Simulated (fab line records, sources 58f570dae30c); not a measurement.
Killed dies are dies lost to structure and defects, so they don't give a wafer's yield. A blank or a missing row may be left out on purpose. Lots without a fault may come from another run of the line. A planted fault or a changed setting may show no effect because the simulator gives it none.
A struck lot beside a sound one | flow berkeley_cmos170 | 15 steps out of a route of 331
Sound: wafers L524.2, L524.3, L524.5. Struck: wafers L528.2, L528.4, L528.5. The cause comes at the end.
At each step with rows: each side's tool, then ch and its chambers, then its first start. Under that, the readings that differ: sound wafers | struck wafers | difference of the means | sigmas: that difference in standard deviations of wafers without a fault.
alike: readings whose means differ by less than 2 such deviations, and words and numbers that are the same on both sides. not compared: withheld readings, readings that some wafer has no value for, bounds like >300 that may hide the same value, and numbers for which the record gives no deviation and whose values overlap.
The two part at a step that has a row with sigmas, a row that says differs or no value, or rows on one side only. Numbers that don't overlap but have no deviation are shown without sigmas and don't part them. A reading that every wafer of one side lacks parts them only if that side has two wafers or more.

first, 4 steps without rows for these wafers: UCB170_PWELL_WET_ETCH_19 (etches Si3N4 in H3PO4, time 14400 s); UCB170_PWELL_WET_ETCH_20 (etches SiO2 in BOE, time 22 s); UCB170_WELLDRIVE_CLEAN_00 (cleans in SPM, time 600 s); UCB170_WELLDRIVE_OXIDATION_01 (target thk 199 nm, ox time 9000 s).
UCB170_WELLDRIVE_THK_MEAS_02:
  sound on film_metro-01, day 5 00:58; struck on film_metro-01, day 5 18:28
  alike: WELLDRIVE_OXIDE_THK
then, 5 steps without rows for these wafers: UCB170_WELLDRIVE_ANNEAL_03 (time 900 s); UCB170_WELLDRIVE_WET_ETCH_04 (etches SiO2 in BOE, time 120 s); UCB170_ACTIVE_CLEAN_00 (cleans in SPM, time 600 s); UCB170_ACTIVE_CLEAN_01 (cleans in dHF, time 60 s); UCB170_ACTIVE_OXIDATION_02 (target thk 26.4 nm, ox time 1260 s).
UCB170_ACTIVE_THK_MEAS_03:
  sound on film_metro-04, day 5 13:05; struck on film_metro-03, day 6 03:55
  alike: ACTIVE_OXIDE_THK
then, 1 step without rows for these wafers: UCB170_ACTIVE_ANNEAL_04 (time 900 s).
UCB170_ACTIVE_CVD_05: deposits Si3N4 from SiH2Cl2/NH3, target thk 220 nm, time 3300 s.
  sound on lpcvd-02 ch 1, day 5 19:31; struck on lpcvd-02 ch 1, day 6 08:17
  reading                                  | sound             | struck            | difference | sigmas
  spike_tc_centre_C (C)                    | 799.4 800.6 799.8 | 903.7 902.6 902.4 | +103.0     | +54
  spike_tc_load_C (C)                      | 825.1 825.7 825.5 | 930.7 928.1 931.8 | +104.8     | +39
  spike_tc_source_C (C)                    | 816 817 816       | 920 921 919       | +104       | +21
  susceptor_temp_C (C)                     | 800.1 800.1 800.0 | 903.7 903.2 903.4 | +103.4     | +99 or more
  zone_power_centre_pct (%)                | 32.9 32.8 33.5    | 37.8 37.8 38.9    | +5.1       | +3
  zone_power_load_pct (%)                  | 23.7 23.5 23.4    | 30.4 30.2 30.9    | +7.0       | +4
  zone_power_source_pct (%)                | 20.3 20.1 20.1    | 26.1 26.3 26.5    | +6.1       | +6
  model.Si3N4_of_ACTIVE_CVD_05.thk_nm (nm) | 218.5 217.5 218.4 | 376.2 376.7 373.8 | +157.4     |
UCB170_ACTIVE_THK_MEAS_06:
  sound on film_metro-01, day 5 21:26; struck on film_metro-01, day 6 10:26
  reading                 | sound             | struck            | difference | sigmas
  ACTIVE_NITRIDE_THK (nm) | 218.4 217.5 218.4 | 376.8 376.8 373.9 | +157.7     | +88
  not compared: hold
UCB170_M3_PROBE_99:
  the record has rows for the sound wafers here (prober-01, day 9 19:37) and none for the struck ones

WHERE THEY PART
First at UCB170_ACTIVE_CVD_05; last, within this record, at UCB170_M3_PROBE_99.

WHY: what the simulator had put in
Process parameter drift: lpcvd-02, from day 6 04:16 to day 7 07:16, at UCB170_ACTIVE_CVD_05. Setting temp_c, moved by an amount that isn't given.
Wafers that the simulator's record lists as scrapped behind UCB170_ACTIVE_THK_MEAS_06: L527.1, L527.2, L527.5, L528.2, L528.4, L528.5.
